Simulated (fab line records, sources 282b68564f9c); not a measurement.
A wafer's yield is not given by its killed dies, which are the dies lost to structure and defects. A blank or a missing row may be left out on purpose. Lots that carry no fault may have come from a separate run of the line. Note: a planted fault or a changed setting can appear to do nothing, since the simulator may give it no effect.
fab line records + flow rit_cmos
record:
- lots: 13
- wafers: 39
- last_day: 7
route steps=202 shown NLDD@111 M1@202
lots untouched by any fault: they come from a run of this same line in which no faults occurred
start_h: start of the lot's first displayed wafer, in hours after the record's first day + wait_h: hours elapsed since this lot's preceding step + " the same as in the row above + L1.1+2: a single row standing in for several wafers + - no value present, or no start provided + * or withheld: withheld + < > ~ a bound
route shown NAME@n: names a module that has steps shown in the file, with the first one's number in the route + usual: the fault-free wafers' mean and standard deviation + same: alike in all rows + chamber/n: place in a boat + sites: the reading at each site + _std_site: their standard deviation + _edge_site: the outer-site mean with the inner-site mean subtracted + radius_mm: how far each site lies from the wafer's centre + mask NAME#n: copy n + behind: the most recent tool/chamber to have shaped the wafer + hold: what put the lot on hold/how long, in hours/how the hold closed + device: names the non-switching transistor (n, p or np) + end of line: the route-end tests of the same wafers + a step without rows: its recipe alone + killed: not the wafer's yield, but the dies lost to structure and defects at the first sort + map: shows each die of a wafer: x if killed, . if not, _ if none is there
set.NAME: setting as actually run; set.NAME@STEP: the setting as run at that earlier step + model.NAME: the simulator's own value behind a step, which no gauge read
one table for each step of the route and one row for each wafer, over a sample of lots
services: a tool's chamber out of use, with start hour (start_h, from the record's first day; less than 0 if before it), hours out, and reason
== steps ==
step: RIT_NLDD_IMPLANT_08
recipe:
- species: P
- energy_kev: 20
- dose_cm2: 5e+14
- tilt_deg: 7
| lot.wafer  | tool         | chamber | start_h | wait_h |
|------------|--------------|---------|---------|--------|
| L156.2+3+5 | implanter-04 | 0       | 47.41   | 0.1    |
| L157.1+3+5 | implanter-03 | 0       | 51.69   | 0.1    |
| L158.2+3+5 | implanter-04 | 0       | 56.14   | 0.1    |
| L159.1+3+4 | implanter-03 | 0       | 62.59   | 0.1    |
| L162.1+4+6 | implanter-02 | 0       | 75.65   | 0.1    |
| L163.2+5+6 | implanter-02 | 0       | 82.47   | 0.1    |
| L164.1+4+5 | implanter-04 | 0       | 87.50   | 0.1    |
| L166.3+5+6 | implanter-03 | 0       | 96.83   | 0.1    |
| L167.3+4+5 | implanter-03 | 0       | 101.69  | 0.1    |
| L168.2+3+5 | implanter-03 | 0       | 107.53  | 0.1    |
| L169.2+3+5 | implanter-02 | 0       | 112.21  | 0.1    |
| L174.1+2+5 | implanter-02 | 0       | 137.12  | 0.1    |
| L176.2+3+4 | implanter-04 | 0       | 145.97  | 0.1    |
step: RIT_SDANNEAL_RS_MEAS_07
recipe:
- thk_meas_gauge: four-point-probe
usual:
- NLDD_RS: 151.4/0.56
| lot.wafer | tool          | chamber | start_h | wait_h | NLDD_RS[ohm/sq] |
|-----------|---------------|---------|---------|--------|-----------------|
| L156.2    | film_metro-03 | -       | 56.13   | 0.1    | 151.7           |
| L156.3    | "             | -       | "       | "      | 151.7           |
| L156.5    | "             | -       | "       | "      | 152.1           |
| L157.1    | film_metro-03 | -       | 60.05   | 0.1    | 151.2           |
| L157.3    | "             | -       | "       | "      | 151.2           |
| L157.5    | "             | -       | "       | "      | 151.4           |
| L158.2    | film_metro-04 | -       | 64.34   | 0.1    | 151.6           |
| L158.3    | "             | -       | "       | "      | 151.4           |
| L158.5    | "             | -       | "       | "      | 151.7           |
| L159.1    | film_metro-01 | -       | 70.85   | 0.1    | 151.7           |
| L159.3    | "             | -       | "       | "      | 151.8           |
| L159.4    | "             | -       | "       | "      | 152.3           |
| L162.1    | film_metro-01 | -       | 84.00   | 0.1    | 152.4           |
| L162.4    | "             | -       | "       | "      | 152.7           |
| L162.6    | "             | -       | "       | "      | 152.8           |
| L163.2    | film_metro-03 | -       | 90.42   | 0.1    | 151.8           |
| L163.5    | "             | -       | "       | "      | 152.2           |
| L163.6    | "             | -       | "       | "      | 151.9           |
| L164.1    | film_metro-03 | -       | 95.68   | 0.1    | 152.0           |
| L164.4    | "             | -       | "       | "      | 151.9           |
| L164.5    | "             | -       | "       | "      | 151.5           |
| L166.3    | film_metro-03 | -       | 104.87  | 0.1    | 151.5           |
| L166.5    | "             | -       | "       | "      | 152.2           |
| L166.6    | "             | -       | "       | "      | 151.9           |
| L167.3    | film_metro-03 | -       | 110.09  | 0.1    | 151.5           |
| L167.4    | "             | -       | "       | "      | 151.7           |
| L167.5    | "             | -       | "       | "      | 151.4           |
| L168.2    | film_metro-03 | -       | 115.91  | 0.1    | -               |
| L168.3    | "             | -       | "       | "      | -               |
| L168.5    | "             | -       | "       | "      | -               |
| L169.2    | film_metro-03 | -       | 120.34  | 0.1    | 151.5           |
| L169.3    | "             | -       | "       | "      | 150.9           |
| L169.5    | "             | -       | "       | "      | 150.9           |
| L174.1    | film_metro-03 | -       | 145.17  | 0.1    | 151.2           |
| L174.2    | "             | -       | "       | "      | 150.5           |
| L174.5    | "             | -       | "       | "      | 151.4           |
| L176.2    | film_metro-03 | -       | 154.14  | 0.1    | 152.1           |
| L176.3    | "             | -       | "       | "      | 152.2           |
| L176.4    | "             | -       | "       | "      | 152.1           |
step: RIT_M1_PROBE_99
usual:
- killed_at_M0_to_M3: 0.0/0.083
- killed_at_front_end: 7/3.1
- killed_dies: 7/3.1
- killed_open: 3.3/1.9
- killed_short: 3.3/2
same:
- gross_dies: 264
- killed_at_M4_up: 0
- killed_at_back_side: 0
- killed_at_contacts: 0
- killed_at_other: 0
| lot.wafer | tool      | chamber | start_h | wait_h | killed_at_M0_to_M3 | killed_at_front_end | killed_dies | killed_open | killed_short |
|-----------|-----------|---------|---------|--------|--------------------|---------------------|-------------|-------------|--------------|
| L167.3    | prober-01 | -       | 117.29  | 0.2    | 0                  | 7                   | 7           | 3           | 4            |
| L167.4    | prober-01 | -       | 117.34  | 0.2    | 1                  | 10                  | 11          | 5           | 6            |
| L167.5    | prober-01 | -       | 117.39  | 0.2    | 0                  | 4                   | 4           | 2           | 2            |
killed by level:class
L167.3 GATE:geometric_particle:short=3 REOX:geometric_particle:open=2 FOX1:geometric_particle:short=1 GATE:geometric_particle:open=1
L167.4 GATE:geometric_particle:open=3 SPACER:geometric_particle:short=2 ACTIVE:geometric_particle:short=1 GATE:geometric_particle:short=1 REOX:geometric_particle:short=1 REOX:geometric_particle:open=1 SILICIDE:geometric_particle:open=1 M1:geometric_particle:short=1
L167.5 ACTIVE:geometric_particle:short=1 GATE:geometric_particle:short=1 REOX:geometric_particle:open=1 SILICIDE:geometric_particle:open=1
== services ==
| tool         | chamber | start_h | hours | kind   |
|--------------|---------|---------|-------|--------|
| implanter-03 | -       | 24.05   | 3.6   | repair |
| implanter-02 | -       | 24.44   | 4.0   | repair |
| implanter-04 | -       | 102.91  | 4.7   | pm     |
== key ==
first_sign:
- step: RIT_SDANNEAL_RS_MEAS_07
- reading: NLDD_RS
- direction: missing
effect none on later readings
met_at RIT_NLDD_IMPLANT_08
struck_lots L168
tester_left_out L168
onset_between 101.69 107.53
fault:
- kind: process_parameter_drift
- tool: implanter-03
- chamber: -
- onset_h: 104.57
- steps: RIT_NLDD_IMPLANT_08
- channel: tilt_deg
- offset: -4
- spread_by_wafer: 0.3
- shape: step
- end_h: 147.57
- acts_in: these_recipes_only
- stated: 7
tester_left_out: of these lots the tester's yield and bins aren't shown, on N5 and GAA mostly nor the transistor test; their killed dies are dies lost to structure and defects alone, not to doping, threshold or leakage, so they don't give the yield
